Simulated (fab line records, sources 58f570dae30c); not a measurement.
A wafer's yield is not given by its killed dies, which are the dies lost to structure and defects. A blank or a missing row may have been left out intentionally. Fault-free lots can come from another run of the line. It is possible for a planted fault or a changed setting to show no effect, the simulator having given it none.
Which tool is to blame? ; flow berkeley-cmos170 ; 13 lots, 39 wafers sampled, at 5 steps of a route of 331

WHAT THE GAUGES READ, wafer by wafer
UCB170_ACTIVE_CD_MEAS_13: target cd 1200 nm.
lot;measured;on;cd-nm (nm)
L787;day 5 00:15;cd-sem-01;1199.9 1199.6 1198.5
L791;day 5 14:55;cd-sem-02;1198.7 1197.6 1197.1
L793;day 6 11:33;cd-sem-02;1201.8 1202.2 1201.9
L795;day 6 21:29;cd-sem-02;1200.0 1199.3 1199.7
L798;day 7 07:03;cd-sem-02;1284.3 1284.5 1283.7
L803;day 8 05:51;cd-sem-02;1202.6 1200.6 1201.1
L802;day 8 06:07;cd-sem-02;1202.1 1201.2 1203.2
L805;day 8 14:16;cd-sem-01;1202.0 1200.4 1200.2
L807;day 9 03:25;cd-sem-01;1199.2 1199.0 1198.6
L806;day 9 03:55;cd-sem-02;1199.4 1199.3 1199.3
L808;day 9 12:31;cd-sem-01;1200.3 1201.5 1199.9
L809;day 9 12:43;cd-sem-01;1201.5 1201.3 1200.9
L810;day 9 22:32;cd-sem-01;1200.2 1201.4 1200.6

UCB170_FIELD_THK_MEAS_02.
lot;measured;on;FIELD_OXIDE_THK (nm)
L787;day 5 08:59;film-metro-04;572 577 567
L791;day 6 03:38;film-metro-04;527 531 514
L793;day 6 23:09;film-metro-02;568 570 558
L795;day 7 08:53;film-metro-02;555 567 563
L798;day 7 15:50;film-metro-03;549 548 547
L803;day 8 17:03;film-metro-03;573 572 567
L802;day 8 17:04;film-metro-02;552 556 564
L805;day 9 04:09;film-metro-04;548 542 548
L807;day 9 13:47;film-metro-04;567 569 570
L806;day 9 13:48;film-metro-02;572 564 561
L808;day 9 23:02;film-metro-03;558 561 555
L809;day 9 23:01;film-metro-02;539 546 549
L810;day 10 10:41;film-metro-03;555 553 553

UCB170_NLDD_OVL_MEAS_07.
lot;measured;on;NLDD_OVL (nm)
L787;day 7 14:52;overlay-01;-4 0 3
L791;day 8 07:38;overlay-02;-3 -2 -3
L793;day 9 08:43;overlay-02;4 0 4
L795;day 9 09:40;overlay-01;3 -5 -5
L798;day 9 19:41;overlay-01;6 1 -6
L803;day 11 03:00;overlay-01;-1 -6 -9
L802;day 11 02:43;overlay-02;-5 -4 -1
L805;day 11 07:56;overlay-01;5 4 4
L807;day 12 03:20;overlay-02;-3 -2 -4
L806;day 12 03:27;overlay-01;4 4 3
L808;day 12 15:29;overlay-01;3 5 4
L809;day 12 15:54;overlay-02;-2 -2 -2
L810;day 12 22:00;overlay-01;-4 -1 3

EACH LOT AND THE TOOL THAT RAN IT (in order: tool; ch and the chambers of the sampled wafers; start)
lot;UCB170_PWELL_ETCH_14;UCB170_ACTIVE_EXPOSE_10
L787;rie-diel-01 ch 0,3, day 3 10:43;krf-scanner-01 ch 0, day 4 23:32
L791;rie-diel-01 ch 1,3, day 4 06:17;krf-scanner-02 ch 0, day 5 14:30
L793;rie-diel-01 ch 0,1, day 4 23:01;krf-scanner-01 ch 0, day 6 11:10
L795;rie-diel-04 ch 1,3, day 5 05:49;krf-scanner-01 ch 0, day 6 20:24
L798;rie-diel-04 ch 0,1,3, day 5 14:40;krf-scanner-02 ch 0, day 7 06:40
L803;rie-diel-03 ch 0,1, day 6 19:47;krf-scanner-02 ch 0, day 8 04:44
L802;rie-diel-04 ch 1,3, day 6 20:31;krf-scanner-01 ch 0, day 8 05:05
L805;rie-diel-01 ch 2,3, day 7 04:34;krf-scanner-02 ch 0, day 8 13:52
L807;rie-diel-01 ch 1,2, day 7 15:02;krf-scanner-01 ch 0, day 9 03:01
L806;rie-diel-04 ch 0,1,3, day 7 15:30;krf-scanner-01 ch 0, day 9 03:10
L808;rie-diel-01 ch 1,2, day 7 22:41;krf-scanner-02 ch 0, day 9 12:08
L809;rie-diel-03 ch 0,1,3, day 7 22:42;krf-scanner-01 ch 0, day 9 12:20
L810;rie-diel-04 ch 0,2, day 8 05:59;krf-scanner-01 ch 0, day 9 22:08
- UCB170_PWELL_ETCH_14: etches Si3N4 in CH3F/Ar/O2, stops on SiO2, target depth 242 nm, time 156.7 s.
- UCB170_ACTIVE_EXPOSE_10: exposes mask ACTIVE, target cd 1200 nm.

AS READ BY THE TOOLS THEMSELVES (means over the sampled wafers that have a number; for cases with no such wafer, the mark the record gives instead)
UCB170_PWELL_ETCH_14.
lot;tool;drypump-motor-current-A (A);oes-product-au (a.u.);throttle-valve-pct (%)
L787;rie-diel-01;5.9;0.926;7.95
L791;rie-diel-01;5.9;0.927;7.92
L793;rie-diel-01;6.1;0.936;7.94
L795;rie-diel-04;5.6;0.939;7.99
L798;rie-diel-04;5.7;0.941;7.99
L803;rie-diel-03;5.9;0.944;8.06
L802;rie-diel-04;5.6;0.949;7.99
L805;rie-diel-01;5.5;0.940;7.89
L807;rie-diel-01;5.6;0.927;7.87
L806;rie-diel-04;5.7;0.936;7.98
L808;rie-diel-01;5.3;0.954;7.83
L809;rie-diel-03;5.7;0.944;8.00
L810;rie-diel-04;5.9;0.949;8.03

THE ANSWER, worked out from the rows above alone
Rule: usual is defined by the lots themselves. The widest of any qualifying gaps counts: lots, ordered by their means at a reading, are off when they make up no more than a third of the lots, leave a main group of 4 or more, and stand apart from it by 3 or more times the standard deviation of that group's means. Not used: any main group whose means are identical at the precision the tables above print for the reading. Also off: a lot with no number at a reading for which 4 or more lots have one. Any other lot the step has rows for is counted as sound. After the gauges, taken in route order, come the tools' own readings; for these a lot's mean is taken, as printed above. At the first step where some lot is off, the reading lying furthest off is the one used; lots without a number count as furthest.
Off at UCB170_ACTIVE_CD_MEAS_13 (cd-nm): L798. Mean 1200.3 nm and standard deviation 1.3 in the main group.
A tool fits if, at a process step before that reading, it ran every lot that is off, and no sound lot after the first of them. The gauges at UCB170_ACTIVE_CD_MEAS_13 are tried like those tools. None of those tried fits.

WHAT THE SIMULATOR PUT IN
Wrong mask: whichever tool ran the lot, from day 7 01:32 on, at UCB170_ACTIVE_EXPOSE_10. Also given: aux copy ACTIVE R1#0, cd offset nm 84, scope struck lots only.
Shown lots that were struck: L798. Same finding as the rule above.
